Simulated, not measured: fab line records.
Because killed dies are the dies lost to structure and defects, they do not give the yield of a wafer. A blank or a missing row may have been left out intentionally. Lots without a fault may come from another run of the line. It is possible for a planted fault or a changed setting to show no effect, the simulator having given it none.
Which tool was responsible? | flow rit-cmos | 45 wafers from 15 lots sampled at 5 of the route's 202 steps

WHAT THE GAUGES SHOWED, per wafer
RIT_SDANNEAL_RS_MEAS_04: measurement is done with a four-point probe. Usual: PSD_RS 115.93 ohm/sq, standard deviation 0.29.
lot  | measured    | on            | PSD_RS (ohm/sq)      | flag
L604 | day 3 04:47 | film-metro-02 | 115.99 116.03 116.40 |
L605 | day 3 11:05 | film-metro-02 | 115.48 115.91 115.67 |
L606 | day 3 17:03 | film-metro-03 | 115.86 116.40 116.16 |
L607 | day 3 17:28 | film-metro-04 | 115.87 116.16 116.15 |
L608 | day 4 06:19 | film-metro-04 | 115.37 116.08 115.85 |
L609 | day 4 07:12 | film-metro-02 | 116.06 116.35 116.11 |
L610 | day 4 09:07 | film-metro-02 | 115.54 116.00 116.09 |
L611 | day 4 12:53 | film-metro-02 | 116.01 115.75 115.82 |
L612 | day 4 19:32 | film-metro-02 | 115.94 115.53 115.55 |
L614 | day 5 04:53 | film-metro-04 | 72.21 72.52 72.37    | OFF
L616 | day 5 15:51 | film-metro-04 | 72.71 72.88 72.47    | OFF
L618 | day 6 00:56 | film-metro-03 | 72.68 73.06 72.58    | OFF
L623 | day 7 03:13 | film-metro-03 | 115.75 115.96 116.34 |
L625 | day 7 12:08 | film-metro-03 | 115.84 115.82 115.86 |
L627 | day 7 21:46 | film-metro-03 | 116.57 116.19 116.53 |

RIT_SDANNEAL_RS_MEAS_05: measurement is done with a four-point probe. Usual: NSD_RS 84.45 ohm/sq, standard deviation 0.27.
lot  | measured    | on            | NSD_RS (ohm/sq)   | flag
L604 | day 3 04:55 | film-metro-02 | 84.59 84.88 84.90 |
L605 | day 3 11:13 | film-metro-02 | 84.07 84.60 84.39 |
L606 | day 3 17:10 | film-metro-03 | 84.61 84.77 84.72 |
L607 | day 3 17:35 | film-metro-04 | 84.48 84.33 84.32 |
L608 | day 4 06:26 | film-metro-04 | 84.53 84.68 84.57 |
L609 | day 4 07:19 | film-metro-02 | 84.58 84.76 84.77 |
L610 | day 4 09:14 | film-metro-02 | 84.47 85.05 84.80 |
L611 | day 4 13:01 | film-metro-02 | 84.38 84.31 84.39 |
L612 | day 4 19:40 | film-metro-02 | 84.38 84.40 84.17 |
L614 | day 5 05:01 | film-metro-04 | 76.48 76.60 76.69 | OFF
L616 | day 5 15:58 | film-metro-04 | 76.93 76.91 76.95 | OFF
L618 | day 6 01:04 | film-metro-03 | 77.01 77.45 77.31 | OFF
L623 | day 7 03:20 | film-metro-03 | 84.12 84.41 84.59 |
L625 | day 7 12:16 | film-metro-03 | 84.53 84.42 84.26 |
L627 | day 7 21:53 | film-metro-03 | 84.93 84.82 84.95 |

RIT_SDANNEAL_RS_MEAS_06: measurement is done with a four-point probe. Usual: PLDD_RS 178.7 ohm/sq, standard deviation 0.44.
lot  | measured    | on            | PLDD_RS (ohm/sq)  | flag
L604 | day 3 05:02 | film-metro-02 | 178.7 178.7 178.2 |
L605 | day 3 11:20 | film-metro-02 | 178.7 179.1 178.9 |
L606 | day 3 17:17 | film-metro-03 | 179.1 179.4 179.0 |
L607 | day 3 17:42 | film-metro-04 | 178.1 178.7 178.3 |
L608 | day 4 06:34 | film-metro-04 | 178.3 179.0 179.1 |
L609 | day 4 07:26 | film-metro-02 | 178.4 178.8 178.7 |
L610 | day 4 09:22 | film-metro-02 | 178.5 178.4 179.0 |
L611 | day 4 13:08 | film-metro-02 | 178.4 179.4 178.1 |
L612 | day 4 19:47 | film-metro-02 | 178.2 178.2 178.6 |
L614 | day 5 05:08 | film-metro-04 | 141.2 141.0 141.0 | OFF
L616 | day 5 16:05 | film-metro-04 | 141.9 142.3 142.1 | OFF
L618 | day 6 01:11 | film-metro-03 | 141.2 141.3 141.2 | OFF
L623 | day 7 03:28 | film-metro-03 | 179.0 178.6 179.1 |
L625 | day 7 12:23 | film-metro-03 | 178.9 179.0 178.7 |
L627 | day 7 22:01 | film-metro-03 | 179.5 179.0 179.4 |

RIT_SDANNEAL_RS_MEAS_07: measurement is done with a four-point probe. Usual: NLDD_RS 151.7 ohm/sq, standard deviation 0.48.
lot  | measured    | on            | NLDD_RS (ohm/sq)  | flag
L604 | day 3 05:09 | film-metro-02 | 152.1 152.5 151.8 |
L605 | day 3 11:27 | film-metro-02 | 152.4 152.0 152.5 |
L606 | day 3 17:25 | film-metro-03 | 152.8 152.6 151.5 |
L607 | day 3 17:49 | film-metro-04 | 151.1 151.4 151.5 |
L608 | day 4 06:41 | film-metro-04 | 151.4 151.1 150.6 |
L609 | day 4 07:34 | film-metro-02 | 151.8 151.2 151.8 |
L610 | day 4 09:29 | film-metro-02 | 152.2 152.3 153.3 |
L611 | day 4 13:15 | film-metro-02 | 151.7 151.9 151.9 |
L612 | day 4 19:54 | film-metro-02 | 151.3 150.8 151.1 |
L614 | day 5 05:15 | film-metro-04 | 143.1 143.4 142.9 | OFF
L616 | day 5 16:13 | film-metro-04 | 142.7 143.0 143.8 | OFF
L618 | day 6 01:18 | film-metro-03 | 143.1 142.8 143.4 | OFF
L623 | day 7 03:35 | film-metro-03 | 151.7 151.8 151.5 |
L625 | day 7 12:30 | film-metro-03 | 151.7 151.8 152.3 |
L627 | day 7 22:08 | film-metro-03 | 151.4 151.7 151.9 |

EACH LOT AND THE TOOL THAT RAN IT (in order: tool; ch and the chambers of the sampled wafers; start)
lot  | RIT_SDANNEAL_RTA_03
L604 | rtp-anneal-01 ch 0, day 3 04:43
L605 | rtp-anneal-02 ch 0, day 3 11:00
L606 | rtp-anneal-01 ch 0, day 3 16:59
L607 | rtp-anneal-02 ch 0, day 3 17:24
L608 | rtp-anneal-01 ch 0, day 4 06:16
L609 | rtp-anneal-02 ch 0, day 4 07:07
L610 | rtp-anneal-01 ch 0, day 4 09:03
L611 | rtp-anneal-02 ch 0, day 4 12:50
L612 | rtp-anneal-01 ch 0, day 4 19:28
L614 | rtp-anneal-01 ch 0, day 5 04:50
L616 | rtp-anneal-01 ch 0, day 5 15:47
L618 | rtp-anneal-01 ch 0, day 6 00:53
L623 | rtp-anneal-02 ch 0, day 7 03:09
L625 | rtp-anneal-02 ch 0, day 7 12:05
L627 | rtp-anneal-02 ch 0, day 7 21:41
- RIT_SDANNEAL_RTA_03: time 5 s.

AS READ BY THE TOOLS THEMSELVES (means over the sampled wafers that have a number; for cases with no such wafer, the mark the record gives instead)
RIT_SDANNEAL_RTA_03. Usual: anneal-temp-c-max 1055.4, standard deviation 1.8; wafer_temp_C_max 1053.3, standard deviation 0.96.
lot  | tool          | anneal-temp-c-max | wafer_temp_C_max | flag
L604 | rtp-anneal-01 | 1057.0            | 1053.6           |
L605 | rtp-anneal-02 | 1054.0            | 1054.0           |
L606 | rtp-anneal-01 | 1055.7            | 1054.8           |
L607 | rtp-anneal-02 | 1053.4            | 1053.6           |
L608 | rtp-anneal-01 | 1056.8            | 1052.4           |
L609 | rtp-anneal-02 | 1054.7            | 1052.7           |
L610 | rtp-anneal-01 | 1058.2            | 1053.7           |
L611 | rtp-anneal-02 | 1054.1            | 1053.4           |
L612 | rtp-anneal-01 | 1058.2            | 1053.6           |
L614 | rtp-anneal-01 | 1057.5            | 1052.4           |
L616 | rtp-anneal-01 | 1056.7            | 1053.4           |
L618 | rtp-anneal-01 | 1056.9            | 1054.2           |
L623 | rtp-anneal-02 | 1053.6            | 1053.3           |
L625 | rtp-anneal-02 | 1054.3            | 1053.4           |
L627 | rtp-anneal-02 | 1053.4            | 1054.0           |

THE ANSWER, worked out from the rows above alone
Rule: lot off if the mean of its wafers having a number is beyond 3 standard deviations from the usual mean. A lot without any number at a reading at which 4 lots or more have one is off too. All remaining lots with rows at the step are treated as sound. Order of review: gauges by route order, followed by the tools' own readings, for which a lot's mean as printed above is used. At the first step where some lot is off, the reading lying furthest off is the one used; lots without a number count as furthest.
Off: L614, L616, L618, seen at RIT_SDANNEAL_RS_MEAS_04 (PSD_RS).
If a tool, at a process step before that reading, ran all the lots that are off and no sound lot after the first of them, it fits. Gauges at RIT_SDANNEAL_RS_MEAS_04: tried the same way as those tools. One fits: rtp-anneal-01 at RIT_SDANNEAL_RTA_03. A fault onset in the window from L612 (day 4 19:28, its last sound lot) to L614 (day 5 04:50, its first lot off) fits.

WHAT HAD BEEN PUT IN BY THE SIMULATOR
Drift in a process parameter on rtp-anneal-01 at RIT_SDANNEAL_RTA_03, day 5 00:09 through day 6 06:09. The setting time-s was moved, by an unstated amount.
Lots struck among those shown: L614, L616, L618. The same result came from the rule above.
